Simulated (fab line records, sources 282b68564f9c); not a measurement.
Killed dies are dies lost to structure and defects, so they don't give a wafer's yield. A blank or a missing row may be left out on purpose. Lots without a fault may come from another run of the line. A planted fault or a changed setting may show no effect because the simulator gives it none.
Which tool did it? | flow rit_cmos | 7 lots, 21 wafers sampled, at 2 steps of a route of 202

WHAT THE GAUGES READ, wafer by wafer
RIT_NRETRO_TW_MEAS_10.
lot  | measured    | on            | NRETRO_TW
L215 | day 2 18:25 | film_metro-01 | 1058 1057 1053
L217 | day 3 04:55 | film_metro-03 | 1058 1062 1064
L220 | day 3 19:25 | film_metro-03 | 1054 1048 1055
L222 | day 4 08:25 | film_metro-03 | 1070 1063 1065
L225 | day 4 22:28 | film_metro-03 | 1062 1065 1062
L228 | day 5 16:02 | film_metro-03 | 1058 1057 1058
L235 | day 7 16:12 | film_metro-03 | 30 30 30 30 30 30

WHICH TOOL RAN EACH LOT (tool, then ch and the chambers of the sampled wafers, then the start)
lot  | RIT_PWELL_STRIP_09
L215 | plasma_asher-02 ch 0,1, day 2 11:14
L217 | plasma_asher-03 ch 0,1, day 2 19:31
L220 | plasma_asher-03 ch 0,1, day 3 11:17
L222 | plasma_asher-02 ch 0,1, day 3 23:28
L225 | plasma_asher-02 ch 0,1, day 4 13:05
L228 | plasma_asher-03 ch 0,1, day 5 07:05
L235 | plasma_asher-03 ch 0,1, day 7 06:17
- RIT_PWELL_STRIP_09: strips in O2, time 180 s.

THE ANSWER, worked out from the rows above alone
Rule: what is usual is taken from the lots themselves. Put in order of their means at a reading, lots are off if they are a third of the lots or fewer, leave a main group of 4 or more, and stand apart from it by a gap of 3 or more times the standard deviation of the main group's means; of several such gaps the widest counts. A main group whose means are all the same, to the digits that the tables above print for the reading, isn't used. A lot without any number at a reading at which 4 lots or more have one is off too. The other lots that the step has rows for count as sound.
Off: L235, at RIT_NRETRO_TW_MEAS_10 (NRETRO_TW). The main group: mean 1059, standard deviation 4.6.
A tool fits if, at a process step before that reading, it ran every lot that is off, and no sound lot after the first of them. The gauges at RIT_NRETRO_TW_MEAS_10 are tried like those tools. Can't be told from this: 2 tools fit, plasma_asher-03 at RIT_PWELL_STRIP_09, film_metro-03 at RIT_NRETRO_TW_MEAS_10.

WHAT THE SIMULATOR HAD PUT IN
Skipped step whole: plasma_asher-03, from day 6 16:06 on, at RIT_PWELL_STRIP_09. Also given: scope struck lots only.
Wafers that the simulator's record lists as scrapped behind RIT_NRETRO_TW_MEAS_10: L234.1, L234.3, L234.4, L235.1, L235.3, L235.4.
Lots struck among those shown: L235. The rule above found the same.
